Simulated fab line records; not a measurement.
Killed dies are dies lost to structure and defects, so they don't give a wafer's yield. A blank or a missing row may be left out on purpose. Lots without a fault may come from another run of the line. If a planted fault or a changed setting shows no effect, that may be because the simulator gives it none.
fab line records	flow berkeleyCmos170
[record] lots = 7	wafers = 21	lastDay = 13
route steps=331 shown SPACER@171 PSD@175 NSD@187 BACKSIDE@199 SDANNEAL@204 M3@331
lots that met no fault: taken from a fault-free run of the same line
startH: start of the lot's first displayed wafer, in hours after the record's first day	waitH: hours since the lot's step before	" the same as in the row above	L1.1+2: a single row standing in for several wafers	- value missing, or start not given	* or withheld: withheld	< > ~ a bound
route shown NAME@n: names a module that has steps shown in the file, with the first one's number in the route	usual: the fault-free wafers' mean and standard deviation	same: alike in all rows	chamber/n: place in a boat	sites: readings site by site	_std_site: standard deviation across them	_edge_site: inner sites' mean taken away from outer sites' mean	radiusMm: how far each site lies from the wafer's centre	mask NAME#n: copy n	behind: the last tool/chamber to shape the wafer	hold: why the lot went on hold/how many hours it stayed there/how the hold came to an end	device: the n, p or np transistor that did not switch	end of line: at the end of the route, the tests of the same wafers	a step given without rows: its recipe and nothing more	killed: dies that structure and defects cost at the first sort, which is not the same as the wafer's yield	map: dies across one wafer; x = killed, . = not, _ = none there
set.NAME: the run value of the setting; set.NAME@STEP: its run value at that earlier step	model.NAME: the simulator's own value behind a step, which no gauge read
lots at selected steps of the route; one table per step, one row per wafer
services: a tool's chamber out of use, with start hour (startH, from the record's first day; less than 0 if before it), hours out, and reason
[[steps]]
[step UCB170_SPACER_CVD_00]
[recipe] material = SiO2	targetThkNm = 376	tempC = 390	precursor = TEOS/O2	timeS = 47	rfW = 558.9	pressureMtorr = 9000
[step UCB170_SPACER_THK_MEAS_01]
[recipe] reads = SiO2_of_SPACER_CVD_00
[usual] SPACER_TEOS_THK = 377/4.3
lot.wafer	tool	chamber	startH	waitH	SPACER_TEOS_THK[nm]
L615.1	filmMetro-03	-	212.47	0.0	371
L615.3	"	-	"	"	374
L615.5	"	-	"	"	380
L617.1	filmMetro-01	-	213.01	0.0	375
L617.2	"	-	"	"	371
L617.4	"	-	"	"	376
L619.3	filmMetro-03	-	222.85	0.0	371
L619.4	"	-	"	"	373
L619.6	"	-	"	"	377
L620.1	filmMetro-03	-	222.94	0.0	377
L620.3	"	-	"	"	379
L620.6	"	-	"	"	381
L624.1	filmMetro-03	-	238.49	0.0	373
L624.5	"	-	"	"	377
L624.6	"	-	"	"	378
L631.1	filmMetro-01	-	268.61	0.0	376
L631.5	"	-	"	"	384
L631.6	"	-	"	"	378
L628.2	filmMetro-01	-	268.97	0.0	371
L628.4	"	-	"	"	382
L628.6	"	-	"	"	381
[step UCB170_SPACER_ANNEAL_02]
[recipe] tempC = 900	timeS = 1800	ambient = N2
[step UCB170_SPACER_ETCHBACK_03]
[recipe] stopOn = Si	target = SiO2	chemistry = CHF3/CF4/Ar	CHF3_flow_sccm = 50	cf4FlowSccm = 10	Ar_flow_sccm = 120	pressureMtorr = 200	rfW = 500	targetDepthA = 3760	timeS = 100
[usual] drypumpMotorCurrentA = 5.9/0.33	oesProductAu = 0.904/0.017	throttleValvePct = 6.47/0.07
lot.wafer	tool	chamber	startH	waitH	drypumpMotorCurrentA	oesProductAu	rfHoursCounterH	throttleValvePct
L615.1	rieDiel-01	3	219.39	0.0	6.3	0.892	142	6.60
L615.3	"	0	"	"	6.3	0.882	2	6.52
L615.5	"	0	"	"	6.2	0.899	-	6.50
L617.1	rieDiel-02	2	219.46	0.1	5.6	0.920	22	6.36
L617.2	"	0	"	"	6.2	0.889	138	6.52
L617.4	"	3	"	"	5.4	0.902	17	6.53
L619.3	rieDiel-04	1	228.88	0.0	6.5	0.897	70	6.40
L619.4	"	0	"	"	5.6	0.923	20	6.36
L619.6	"	1	"	"	6.5	0.912	-	6.41
L620.1	rieDiel-01	0	228.88	0.0	6.3	0.885	2	6.52
L620.3	"	2	"	"	5.8	0.894	20	6.43
L620.6	"	1	"	"	5.6	0.918	-	6.49
L624.1	rieDiel-01	2	243.85	0.0	5.8	0.883	21	6.43
L624.5	"	2	"	"	5.9	0.890	-	6.43
L624.6	"	1	"	"	5.7	0.910	-	6.50
L628.2	rieDiel-01	3	274.89	0.0	6.3	0.881	2	6.61
L628.4	"	0	"	"	6.3	0.895	5	6.52
L628.6	"	0	"	"	6.3	0.897	-	6.53
L631.1	rieDiel-04	2	274.89	0.0	5.7	0.884	60	6.38
L631.5	"	2	"	"	5.7	0.905	-	6.39
L631.6	"	1	"	"	6.5	0.915	-	6.42
[step UCB170_PSD_HMDS_00]
[recipe] primeTimeS = 60	primeTempC = 100
[step UCB170_PSD_COAT_01]
[recipe] resist = KrF	spinRpm = 1500	resistThkNm = 900
[step UCB170_PSD_SOFTBAKE_02]
[recipe] resist = KrF	tempC = 130	timeS = 60
[step UCB170_PSD_EXPOSE_03]
[recipe] maskId = PSELECT_MOD	na = 0.5	sigmaOuter = 0.6	sourceShape = conventional	targetCdNm = 1200	doseMj = 30
[step UCB170_PSD_PEB_04]
[recipe] pebTempC = 130	pebTimeS = withheld	resist = KrF
[step UCB170_PSD_DEVELOP_05]
[recipe] developer = TMAH	developTimeS = 45	resist = KrF	devTempC = 21
[step UCB170_PSD_CD_MEAS_06]
[recipe] targetCdNm = 1200
[usual] cdNm = 1200.0/1.6
lot.wafer	tool	chamber	startH	waitH	cdNm
L615.1	cdSem-01	-	220.63	-	1198.5
L615.3	"	-	"	"	1199.2
L615.5	"	-	"	"	1198.0
L617.1	cdSem-02	-	221.81	-	1203.2
L617.2	"	-	"	"	1204.8
L617.4	"	-	"	"	1202.8
L619.3	cdSem-02	-	229.95	-	1197.7
L619.4	"	-	"	"	1198.9
L619.6	"	-	"	"	1199.9
L620.1	cdSem-01	-	230.07	-	1201.4
L620.3	"	-	"	"	1200.3
L620.6	"	-	"	"	1199.9
L624.1	cdSem-01	-	245.76	-	1201.7
L624.5	"	-	"	"	1201.7
L624.6	"	-	"	"	1202.6
L631.1	cdSem-02	-	276.13	-	1198.5
L631.5	"	-	"	"	1199.8
L631.6	"	-	"	"	1198.0
L628.2	cdSem-01	-	276.57	-	1201.2
L628.4	"	-	"	"	1199.5
L628.6	"	-	"	"	1199.4
[step UCB170_PSD_OVL_MEAS_07]
[usual] PSD_OVL = 0/6
lot.wafer	tool	chamber	startH	waitH	PSD_OVL[nm]
L615.1	overlay-01	-	220.75	0.1	3
L615.3	"	-	"	"	9
L615.5	"	-	"	"	9
L617.1	overlay-02	-	221.93	0.1	1
L617.2	"	-	"	"	-1
L617.4	"	-	"	"	1
L619.3	overlay-01	-	230.04	0.1	1
L619.4	"	-	"	"	3
L619.6	"	-	"	"	2
L620.1	overlay-02	-	230.19	0.1	1
L620.3	"	-	"	"	0
L620.6	"	-	"	"	4
L624.1	overlay-02	-	245.88	0.1	-7
L624.5	"	-	"	"	2
L624.6	"	-	"	"	-8
L631.1	overlay-01	-	276.25	0.1	4
L631.5	"	-	"	"	-6
L631.6	"	-	"	"	0
L628.2	overlay-01	-	276.67	0.1	3
L628.4	"	-	"	"	-1
L628.6	"	-	"	"	2
[step UCB170_PSD_IMPLANT_08]
[recipe] species = B	doseCm2 = 3e+15	energyKev = 20	tiltDeg = 7
[usual] doseIonsCm2 = 3e+15/3.5e+12	endStationPressureTorr = 1.26e-05/6.6e-07	faradayCurrentUA = 9243/190
[same] implantIonAmu = 11
lot.wafer	tool	chamber	startH	waitH	doseIonsCm2	endStationPressureTorr	faradayCurrentUA
L615.1	implanter-03	0	220.79	0.0	2.998e+15	1.32e-05	9287
L615.3	"	0	"	"	2.998e+15	1.31e-05	9386
L615.5	"	0	"	"	3.001e+15	1.29e-05	9030
L617.1	implanter-01	0	221.97	0.0	3e+15	1.34e-05	9420
L617.2	"	0	"	"	3e+15	1.25e-05	9147
L617.4	"	0	"	"	2.996e+15	1.31e-05	9041
L619.3	implanter-03	0	230.12	0.1	2.102e+15	9.8e-06	6482
L619.4	"	0	"	"	2.1e+15	9.9e-06	6342
L619.6	"	0	"	"	2.096e+15	1.04e-05	6638
L620.1	implanter-03	0	230.23	0.0	2.103e+15	1.06e-05	6174
L620.3	"	0	"	"	2.099e+15	1.01e-05	6627
L620.6	"	0	"	"	2.104e+15	9.5e-06	6572
L624.1	implanter-03	0	245.92	0.0	2.096e+15	1.01e-05	6532
L624.5	"	0	"	"	2.095e+15	1.06e-05	6407
L624.6	"	0	"	"	2.098e+15	1e-05	6692
L631.1	implanter-01	0	276.29	0.0	3.006e+15	1.3e-05	9141
L631.5	"	0	"	"	3.004e+15	1.24e-05	9070
L631.6	"	0	"	"	2.999e+15	1.27e-05	9281
L628.2	implanter-01	0	276.73	0.0	3.011e+15	1.25e-05	9257
L628.4	"	0	"	"	2.999e+15	1.34e-05	9070
L628.6	"	0	"	"	3.003e+15	1.11e-05	9383
[step UCB170_PSD_STRIP_09]
[recipe] chemistry = O2	powerW = 400	pressureMtorr = 3500	platenTempC = withheld	o2FlowSccm = 400	overashFraction = 0.5
[usual] drypumpMotorCurrentA = 6.0/0.61	oesProductAu = 0.599/0.0048	stripTimeToEndpointS = 29.39/0.092
[same] overashFraction = 0.5
lot.wafer	tool	chamber	startH	waitH	drypumpMotorCurrentA	oesProductAu	rfHoursCounterH	stripTimeToEndpointS
L615.1	plasmaAsher-03	0	220.94	0.1	5.1	0.594	47	29.44
L615.3	"	1	"	"	5.6	0.589	-	29.48
L615.5	"	0	"	"	5.1	0.599	-	29.47
L617.1	plasmaAsher-01	0	222.12	0.1	6.4	0.594	50	29.47
L617.2	"	1	"	"	6.6	0.596	50	29.41
L617.4	"	0	"	"	6.5	0.603	-	29.55
L619.3	plasmaAsher-02	1	230.25	0.1	5.2	0.667	-	25.58
L619.4	"	0	"	"	6.5	0.653	-	25.53
L619.6	"	0	"	"	6.5	0.654	-	25.56
L620.1	plasmaAsher-03	1	230.38	0.1	5.6	0.655	48	25.78
L620.3	"	0	"	"	5.1	0.654	-	25.78
L620.6	"	0	"	"	5.1	0.649	-	25.78
L624.1	plasmaAsher-01	1	246.07	0.1	6.5	0.661	53	25.77
L624.5	"	1	"	"	6.5	0.655	-	25.78
L624.6	"	0	"	"	6.4	0.666	-	25.76
L631.1	plasmaAsher-03	0	276.44	0.1	5.1	0.597	54	29.43
L631.5	"	1	"	"	5.6	0.604	-	29.33
L631.6	"	0	"	"	5.1	0.596	-	29.34
L628.2	plasmaAsher-03	1	276.85	0.1	5.6	0.604	54	29.43
L628.4	"	0	"	"	5.1	0.594	-	29.46
L628.6	"	1	"	"	5.6	0.594	-	29.38
[step UCB170_PSD_TW_MEAS_10]
[usual] PSD_TW = 2328/15
lot.wafer	tool	chamber	startH	waitH	PSD_TW
L615.1	filmMetro-04	-	221.04	0.1	2360
L615.3	"	-	"	"	2351
L615.5	"	-	"	"	2351
L617.1	filmMetro-01	-	222.22	0.1	2321
L617.2	"	-	"	"	2321
L617.4	"	-	"	"	2333
L619.3	filmMetro-03	-	230.34	0.1	2083
L619.4	"	-	"	"	2089
L619.6	"	-	"	"	2089
L620.1	filmMetro-01	-	230.48	0.1	2081
L620.3	"	-	"	"	2083
L620.6	"	-	"	"	2077
L624.1	filmMetro-04	-	246.17	0.1	2105
L624.5	"	-	"	"	2107
L624.6	"	-	"	"	2096
L631.1	filmMetro-03	-	276.54	0.1	2323
L631.5	"	-	"	"	2319
L631.6	"	-	"	"	2312
L628.2	filmMetro-03	-	276.96	0.1	2330
L628.4	"	-	"	"	2312
L628.6	"	-	"	"	2314
[step UCB170_PSD_CLEAN_11]
[recipe] chemistry = SPM	tempC = 120	timeS = 600
[step UCB170_NSD_HMDS_00]
[recipe] primeTimeS = 60	primeTempC = 100
[step UCB170_NSD_COAT_01]
[recipe] resist = KrF	spinRpm = 1500	resistThkNm = 900
[step UCB170_NSD_SOFTBAKE_02]
[recipe] resist = KrF	tempC = 130	timeS = 60
[step UCB170_NSD_EXPOSE_03]
[recipe] maskId = NSELECT_MOD	na = 0.5	sigmaOuter = 0.6	sourceShape = conventional	targetCdNm = 1200	doseMj = 29.29
[step UCB170_NSD_PEB_04]
[recipe] pebTempC = 130	pebTimeS = withheld	resist = KrF
[step UCB170_NSD_DEVELOP_05]
[recipe] developer = TMAH	developTimeS = 45	resist = KrF	devTempC = 21
[step UCB170_NSD_CD_MEAS_06]
[recipe] targetCdNm = 1200
[usual] cdNm = 1199.7/1.4
lot.wafer	tool	chamber	startH	waitH	cdNm
L615.1	cdSem-02	-	223.08	-	1197.5
L615.3	"	-	"	"	1197.0
L615.5	"	-	"	"	1197.1
L617.1	cdSem-01	-	223.86	-	1200.6
L617.2	"	-	"	"	1199.8
L617.4	"	-	"	"	1200.3
L620.1	cdSem-02	-	232.87	-	1201.9
L620.3	"	-	"	"	1201.2
L620.6	"	-	"	"	1202.0
L619.3	cdSem-01	-	233.18	-	1199.9
L619.4	"	-	"	"	1198.2
L619.6	"	-	"	"	1200.4
L624.1	cdSem-02	-	247.49	-	1198.9
L624.5	"	-	"	"	1200.1
L624.6	"	-	"	"	1199.9
L631.1	cdSem-01	-	278.12	-	1199.6
L631.5	"	-	"	"	1200.4
L631.6	"	-	"	"	1201.2
L628.2	cdSem-02	-	278.78	-	1197.0
L628.4	"	-	"	"	1198.0
L628.6	"	-	"	"	1197.5
[step UCB170_NSD_OVL_MEAS_07]
[usual] NSD_OVL = -1/5.7
lot.wafer	tool	chamber	startH	waitH	NSD_OVL[nm]
L615.1	overlay-02	-	223.20	0.1	8
L615.3	"	-	"	"	10
L615.5	"	-	"	"	8
L617.1	overlay-02	-	223.98	0.1	-5
L617.2	"	-	"	"	-11
L617.4	"	-	"	"	-2
L620.1	overlay-02	-	232.99	0.1	3
L620.3	"	-	"	"	4
L620.6	"	-	"	"	-8
L619.3	overlay-02	-	233.27	0.1	2
L619.4	"	-	"	"	-1
L619.6	"	-	"	"	-1
L624.1	overlay-01	-	247.61	0.1	-1
L624.5	"	-	"	"	1
L624.6	"	-	"	"	-10
L631.1	overlay-02	-	278.24	0.1	7
L631.5	"	-	"	"	-5
L631.6	"	-	"	"	15
L628.2	overlay-01	-	278.89	0.1	1
L628.4	"	-	"	"	0
L628.6	"	-	"	"	0
[step UCB170_NSD_IMPLANT_08]
[recipe] species = P	doseCm2 = 3e+15	energyKev = 40	tiltDeg = 7
[step UCB170_NSD_STRIP_09]
[recipe] chemistry = O2	powerW = 400	pressureMtorr = 3500	platenTempC = withheld	o2FlowSccm = 400	overashFraction = 0.5
[usual] drypumpMotorCurrentA = 6.0/0.49	oesProductAu = 0.534/0.0047	stripTimeToEndpointS = 35.80/0.068
[same] overashFraction = 0.5
lot.wafer	tool	chamber	startH	waitH	drypumpMotorCurrentA	oesProductAu	rfHoursCounterH	stripTimeToEndpointS
L615.1	plasmaAsher-04	0	223.39	0.1	5.9	0.538	10	35.81
L615.3	"	1	"	"	5.9	0.523	-	35.67
L615.5	"	1	"	"	5.9	0.538	-	35.82
L617.1	plasmaAsher-02	0	224.17	0.1	6.4	0.539	44	35.74
L617.2	"	1	"	"	5.2	0.531	44	35.66
L617.4	"	0	"	"	6.4	0.535	-	35.75
L620.1	plasmaAsher-02	0	233.17	0.1	6.4	0.542	44	35.84
L620.3	"	0	"	"	6.4	0.536	-	35.84
L620.6	"	1	"	"	5.2	0.537	-	35.81
L619.3	plasmaAsher-01	1	233.48	0.1	6.6	0.534	-	35.71
L619.4	"	0	"	"	6.5	0.538	-	35.74
L619.6	"	0	"	"	6.5	0.532	-	35.70
L624.1	plasmaAsher-01	1	247.79	0.1	6.6	0.527	53	35.88
L624.5	"	1	"	"	6.6	0.532	-	35.85
L624.6	"	0	"	"	6.5	0.528	-	35.81
L631.1	plasmaAsher-04	1	278.43	0.1	5.9	0.528	16	35.74
L631.5	"	1	"	"	5.8	0.527	-	35.76
L631.6	"	0	"	"	5.9	0.533	-	35.79
L628.2	plasmaAsher-04	1	279.07	0.1	5.9	0.530	16	35.83
L628.4	"	1	"	"	5.9	0.533	-	35.84
L628.6	"	1	"	"	5.9	0.536	-	35.89
[step UCB170_NSD_TW_MEAS_10]
[usual] NSD_TW = 4192/29
lot.wafer	tool	chamber	startH	waitH	NSD_TW
L615.1	filmMetro-01	-	223.49	0.1	4200
L615.3	"	-	"	"	4171
L615.5	"	-	"	"	4192
L617.1	filmMetro-04	-	224.27	0.1	4217
L617.2	"	-	"	"	4218
L617.4	"	-	"	"	4238
L620.1	filmMetro-01	-	233.27	0.1	4162
L620.3	"	-	"	"	4174
L620.6	"	-	"	"	4180
L619.3	filmMetro-04	-	233.57	0.1	4235
L619.4	"	-	"	"	4217
L619.6	"	-	"	"	4228
L624.1	filmMetro-04	-	247.89	0.1	4205
L624.5	"	-	"	"	4212
L624.6	"	-	"	"	4213
L631.1	filmMetro-01	-	278.53	0.1	4157
L631.5	"	-	"	"	4169
L631.6	"	-	"	"	4164
L628.2	filmMetro-01	-	279.18	0.1	4202
L628.4	"	-	"	"	4194
L628.6	"	-	"	"	4202
[step UCB170_NSD_CLEAN_11]
[recipe] chemistry = SPM	tempC = 120	timeS = 600
[step UCB170_BACKSIDE_HMDS_00]
[recipe] primeTimeS = 60	primeTempC = 100
[step UCB170_BACKSIDE_COAT_01]
[recipe] resist = KrF	spinRpm = 1500	resistThkNm = 900
[step UCB170_BACKSIDE_SOFTBAKE_02]
[recipe] resist = KrF	tempC = 130	timeS = 60
[step UCB170_BACKSIDE_STRIP_03]
[recipe] chemistry = O2	powerW = 400	pressureMtorr = 3500	platenTempC = withheld	o2FlowSccm = 400	overashFraction = 0.5
[usual] drypumpMotorCurrentA = 5.7/0.48	oesProductAu = 0.734/0.004	stripTimeToEndpointS = 21.95/0.061
[same] overashFraction = 0.5
lot.wafer	tool	chamber	startH	waitH	drypumpMotorCurrentA	oesProductAu	rfHoursCounterH	stripTimeToEndpointS
L615.1	plasmaAsher-04	1	224.31	0.1	5.8	0.733	10	21.95
L615.3	"	0	"	"	5.9	0.730	-	21.93
L615.5	"	0	"	"	5.9	0.739	-	21.96
L617.1	plasmaAsher-02	1	224.95	0.1	5.2	0.744	44	21.93
L617.2	"	0	"	"	6.4	0.737	44	21.96
L617.4	"	0	"	"	6.4	0.737	-	21.94
L620.1	plasmaAsher-03	1	234.14	0.1	5.6	0.732	49	21.93
L620.3	"	1	"	"	5.6	0.736	-	22.00
L620.6	"	1	"	"	5.6	0.732	-	21.91
L619.3	plasmaAsher-02	0	234.35	0.1	6.4	0.743	-	21.87
L619.4	"	1	"	"	5.2	0.733	-	21.89
L619.6	"	0	"	"	6.5	0.731	-	21.86
L624.1	plasmaAsher-02	0	248.82	0.1	6.5	0.733	47	21.88
L624.5	"	0	"	"	6.5	0.732	-	21.88
L624.6	"	1	"	"	5.3	0.737	-	21.88
L631.1	plasmaAsher-04	0	279.40	0.1	5.8	0.730	17	22.03
L631.5	"	1	"	"	5.9	0.742	-	22.00
L631.6	"	0	"	"	5.9	0.736	-	22.07
L628.2	plasmaAsher-04	1	279.85	0.1	5.9	0.731	17	21.93
L628.4	"	1	"	"	5.8	0.733	-	22.03
L628.6	"	1	"	"	5.9	0.735	-	21.94
[step UCB170_BACKSIDE_CLEAN_04]
[recipe] chemistry = SPM	tempC = 120	timeS = 600
[step UCB170_SDANNEAL_RTA_00]
[recipe] tempC = 900	timeS = 10	ambient = N2
[usual] lampPowerPct = 23.7/1.6	wafer_temp_C_max = 903.3/0.66
lot.wafer	tool	chamber	startH	waitH	lampPowerPct	wafer_temp_C_max
L615.1	rtpAnneal-01	0	224.59	0.0	25.6	902.5
L615.3	"	0	"	"	25.6	904.0
L615.5	"	0	"	"	25.7	902.3
L617.1	rtpAnneal-02	0	225.25	0.0	22.4	903.4
L617.2	"	0	"	"	22.4	903.3
L617.4	"	0	"	"	22.4	903.0
L620.1	rtpAnneal-02	0	234.57	0.0	22.4	903.9
L620.3	"	0	"	"	22.4	904.1
L620.6	"	0	"	"	22.4	903.4
L619.3	rtpAnneal-01	0	234.76	0.0	25.7	904.1
L619.4	"	0	"	"	25.6	902.3
L619.6	"	0	"	"	25.6	902.8
L624.1	rtpAnneal-02	0	249.26	0.0	22.4	903.6
L624.5	"	0	"	"	22.4	903.9
L624.6	"	0	"	"	22.4	902.5
L631.1	rtpAnneal-01	0	280.10	0.0	25.7	903.0
L631.5	"	0	"	"	25.6	903.6
L631.6	"	0	"	"	25.6	903.9
L628.2	rtpAnneal-02	0	280.46	0.0	22.4	903.1
L628.4	"	0	"	"	22.4	903.9
L628.6	"	0	"	"	22.4	903.5
[step UCB170_SDANNEAL_RTA_01]
[recipe] tempC = 1050	timeS = 5	ambient = N2
[usual] lampPowerPct = 36.7/2.5	wafer_temp_C_max = 1053.8/0.85
lot.wafer	tool	chamber	startH	waitH	lampPowerPct	wafer_temp_C_max
L615.1	rtpAnneal-01	0	224.65	0.1	39.7	1053.5
L615.3	"	0	"	"	39.6	1053.7
L615.5	"	0	"	"	39.6	1053.1
L617.1	rtpAnneal-02	0	225.32	0.1	34.5	1054.1
L617.2	"	0	"	"	34.6	1054.9
L617.4	"	0	"	"	34.6	1054.1
L620.1	rtpAnneal-02	0	234.63	0.1	34.6	1053.2
L620.3	"	0	"	"	34.6	1054.6
L620.6	"	0	"	"	34.6	1053.5
L619.3	rtpAnneal-01	0	234.83	0.1	39.6	1053.9
L619.4	"	0	"	"	39.6	1053.9
L619.6	"	0	"	"	39.6	1055.2
L624.1	rtpAnneal-02	0	249.32	0.1	34.6	1055.7
L624.5	"	0	"	"	34.5	1053.9
L624.6	"	0	"	"	34.6	1054.1
L631.1	rtpAnneal-01	0	280.17	0.1	39.6	1053.2
L631.5	"	0	"	"	39.5	1053.7
L631.6	"	0	"	"	39.5	1053.6
L628.2	rtpAnneal-02	0	280.53	0.1	34.6	1055.1
L628.4	"	0	"	"	34.5	1052.8
L628.6	"	0	"	"	34.5	1054.2
[step UCB170_SDANNEAL_RS_MEAS_02]
[recipe] thkMeasGauge = four-point-probe
[usual] PSD_RS = 75.5/0.33
lot.wafer	tool	chamber	startH	waitH	PSD_RS[ohm/sq]
L615.1	filmMetro-03	-	224.71	0.0	75.7
L615.3	"	-	"	"	75.6
L615.5	"	-	"	"	75.7
L617.1	filmMetro-03	-	225.38	0.0	75.1
L617.2	"	-	"	"	75.4
L617.4	"	-	"	"	74.9
L620.1	filmMetro-01	-	234.69	0.0	96.0
L620.3	"	-	"	"	95.8
L620.6	"	-	"	"	96.2
L619.3	filmMetro-04	-	234.91	0.1	97.5
L619.4	"	-	"	"	97.8
L619.6	"	-	"	"	97.5
L624.1	filmMetro-04	-	249.38	0.0	96.5
L624.5	"	-	"	"	96.3
L624.6	"	-	"	"	97.0
L631.1	filmMetro-04	-	280.23	0.0	75.6
L631.5	"	-	"	"	75.8
L631.6	"	-	"	"	76.1
L628.2	filmMetro-01	-	280.73	0.2	74.8
L628.4	"	-	"	"	75.0
L628.6	"	-	"	"	75.0
[step UCB170_SDANNEAL_RS_MEAS_03]
[recipe] thkMeasGauge = four-point-probe
[usual] NSD_RS = 37.29/0.085
lot.wafer	tool	chamber	startH	waitH	NSD_RS[ohm/sq]
L615.1	filmMetro-03	-	224.83	0.1	37.17
L615.3	"	-	"	"	37.29
L615.5	"	-	"	"	37.26
L617.1	filmMetro-03	-	225.50	0.1	37.18
L617.2	"	-	"	"	37.19
L617.4	"	-	"	"	37.21
L620.1	filmMetro-01	-	234.81	0.1	37.35
L620.3	"	-	"	"	37.34
L620.6	"	-	"	"	37.25
L619.3	filmMetro-04	-	235.03	0.1	37.31
L619.4	"	-	"	"	37.40
L619.6	"	-	"	"	37.44
L624.1	filmMetro-04	-	249.50	0.1	37.20
L624.5	"	-	"	"	37.27
L624.6	"	-	"	"	37.26
L631.1	filmMetro-04	-	280.35	0.1	37.35
L631.5	"	-	"	"	37.30
L631.6	"	-	"	"	37.27
L628.2	filmMetro-01	-	280.85	0.1	37.23
L628.4	"	-	"	"	37.19
L628.6	"	-	"	"	37.17
[step UCB170_M3_PROBE_99]
lot.wafer	tool	chamber	startH	waitH	model.etest.contactPpoly.endOhmUm	model.etest.contactPplus.endOhmUm	model.etest.vpnp.gain
L615.1	prober-01	-	247.94	0.1	257.3	61.68	11.53
L615.3	prober-01	-	248.04	0.2	229.3	61.09	11.63
L615.5	prober-01	-	248.14	0.2	239.7	61.69	11.36
L617.1	prober-01	-	251.62	0.1	215.1	59.16	11.74
L617.2	prober-01	-	251.67	0.1	227.6	60.23	11.53
L617.4	prober-01	-	251.77	0.2	225.8	60.26	11.55
L619.3	prober-02	-	260.34	0.2	412.3	74.29	10.51
L619.4	prober-02	-	260.39	0.2	403	72.55	10.56
L619.6	prober-02	-	260.49	0.2	417.4	74.69	10.45
L620.1	prober-01	-	260.85	0.1	386	74	10.75
L620.3	prober-01	-	260.95	0.2	416.8	74.41	10.73
L620.6	prober-01	-	261.10	0.2	394.4	75.03	10.59
L624.1	prober-02	-	274.86	0.1	414.6	75.21	10.44
L624.6	prober-02	-	275.11	0.2	412.9	75.4	10.61
L631.1	prober-01	-	299.60	0.1	229.2	61.21	11.8
L631.5	prober-01	-	299.80	0.2	230.6	61.7	11.66
L631.6	prober-01	-	299.85	0.2	220.6	61.16	11.65
L628.2	prober-02	-	306.40	0.1	234.9	59.82	11.13
L628.4	prober-02	-	306.50	0.2	231.4	61.35	10.98
L628.6	prober-02	-	306.60	0.2	232.6	59.35	11.24
// killed by level:class
L615.1 M2:geometricParticle:short=2 START:geometricParticle:open=1 FIELD:geometricParticle:short=1 GATE:geometricParticle:open=1 GATE:geometricParticle:short=1 SILICIDE:geometricParticle:open=1 SILICIDE:geometricParticle:short=1 V2:geometricParticle:open=1
L615.3 GATE:geometricParticle:open=2 ACTIVE:geometricParticle:short=1 GATE:geometricParticle:short=1 SPACER:geometricParticle:short=1 SPACER:geometricParticle:open=1 M2:geometricParticle:open=1
L615.5 WELLDRIVE:geometricParticle:open=1 SACOX:geometricParticle:open=1 GATE:geometricParticle:open=1 SPACER:geometricParticle:short=1 V1:geometricParticle:short=1
L617.1 START:geometricParticle:open=3 GATE:geometricParticle:short=1 SILICIDE:geometricParticle:open=1 PVT:coatMicrobubblePrinted=1
L617.2 SACOX:geometricParticle:open=1 GATE:geometricParticle:short=1 M1:geometricParticle:short=1 V1:geometricParticle:short=1
L617.4 GATE:geometricParticle:short=1 SPACER:geometricParticle:open=1 SILICIDE:geometricParticle:short=1
L619.3 START:geometricParticle:short=1 M2:geometricParticle:short=1
L619.4 GATE:geometricParticle:short=2 GATE:geometricParticle:open=1 PFIELD:coatMicrobubblePrinted=1
L619.6 START:geometricParticle:open=1 FIELD:geometricParticle:short=1 SCREENOX:geometricParticle:open=1 CONTACT:geometricParticle:open=1 V2:geometricParticle:short=1
L620.1 GATE:geometricParticle:open=1
L620.3 GATE:geometricParticle:short=1 ACTIVE:areaEtch=1
L620.6 FIELD:geometricParticle:short=1 SCREENOX:geometricParticle:short=1 SPACER:geometricParticle:short=1 SPACER:geometricParticle:open=1
L631.1 WELLDRIVE:geometricParticle:open=1 WELLDRIVE:geometricParticle:short=1 GATE:geometricParticle:short=1 SPACER:geometricParticle:short=1 M1:geometricParticle:short=1 V1:geometricParticle:short=1 V2:geometricParticle:open=1
L631.5 M2:geometricParticle:open=1
L628.2 SILICIDE:geometricParticle:short=2 GATE:geometricParticle:short=1 SILICIDE:geometricParticle:open=1 M1:geometricParticle:open=1
L628.4 START:geometricParticle:short=1 WELLDRIVE:geometricParticle:short=1 WELLDRIVE:geometricParticle:open=1 GATE:geometricParticle:short=1 SILICIDE:geometricParticle:open=1 SILICIDE:geometricParticle:short=1
L628.6 GATE:geometricParticle:open=1
[[services]]
tool	chamber	startH	hours	kind
plasmaAsher-03	-	211.06	1.3	repair
rieDiel-02	0	219.88	-	clean
rieDiel-02	0	219.88	15.2	scheduledDown
rieDiel-02	0	219.88	15.2	ventCycle
rieDiel-01	0	220.65	6.5	repair
rieDiel-01	3	227.19	-	clean
rieDiel-01	3	227.19	13.9	scheduledDown
rieDiel-01	3	227.19	13.9	ventCycle
implanter-01	-	229.57	1.8	repair
implanter-03	-	235.13	2.7	repair
implanter-03	-	246.20	1.4	repair
rieDiel-04	2	253.66	5.6	repair
rieDiel-01	-	256.15	0.2	repair
rieDiel-04	0	265.09	16.5	repair
[[key]]
[firstSign] step = UCB170_PSD_IMPLANT_08	reading = doseIonsCm2	direction = down	sigmas = 99+	usual = 3e+15	struck = 2.099e+15
[effect] step = UCB170_PSD_IMPLANT_08	reading = faradayCurrentUA	direction = down	sigmas = 14	usual = 9243	struck = 6496
[effect] step = UCB170_PSD_STRIP_09	reading = stripTimeToEndpointS	direction = down	sigmas = 40	usual = *	struck = *
[effect] step = UCB170_PSD_TW_MEAS_10	reading = PSD_TW	direction = down	sigmas = 16	usual = 2328	struck = 2090
[effect] step = UCB170_SDANNEAL_RS_MEAS_02	reading = PSD_RS	direction = up	sigmas = 65	usual = 75.5	struck = 96.7
[modelEffect] step = UCB170_M3_PROBE_99	value = etest.contactPpoly.endOhmUm	without = 226.4	struck = 407.2
metAt UCB170_PSD_IMPLANT_08
struckWafers L619.3,L619.4,L619.6,L620.1,L620.3,L620.6,L624.1,L624.5,L624.6
sortLeftOut L624.1,L624.5,L624.6
testerLeftOut L619,L620,L624
onsetBetween 220.79 230.12
[fault] kind = processParameterDrift	tool = implanter-03	chamber = -	onsetH = 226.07	steps = UCB170_PSD_IMPLANT_08	channel = doseCm2	offset = -9e+14	shape = step	endH = 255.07	actsIn = theseRecipesOnly	stated = 3e+15
// testerLeftOut: of these lots the tester's yield and bins aren't shown, on N5 and GAA mostly nor the transistor test; their killed dies are dies lost to structure and defects alone, not to doping, threshold or leakage, so they don't give the yield
// sortLeftOut: the simulated sort isn't trusted on such a fault, so these wafers' sort isn't shown, and their yield isn't known
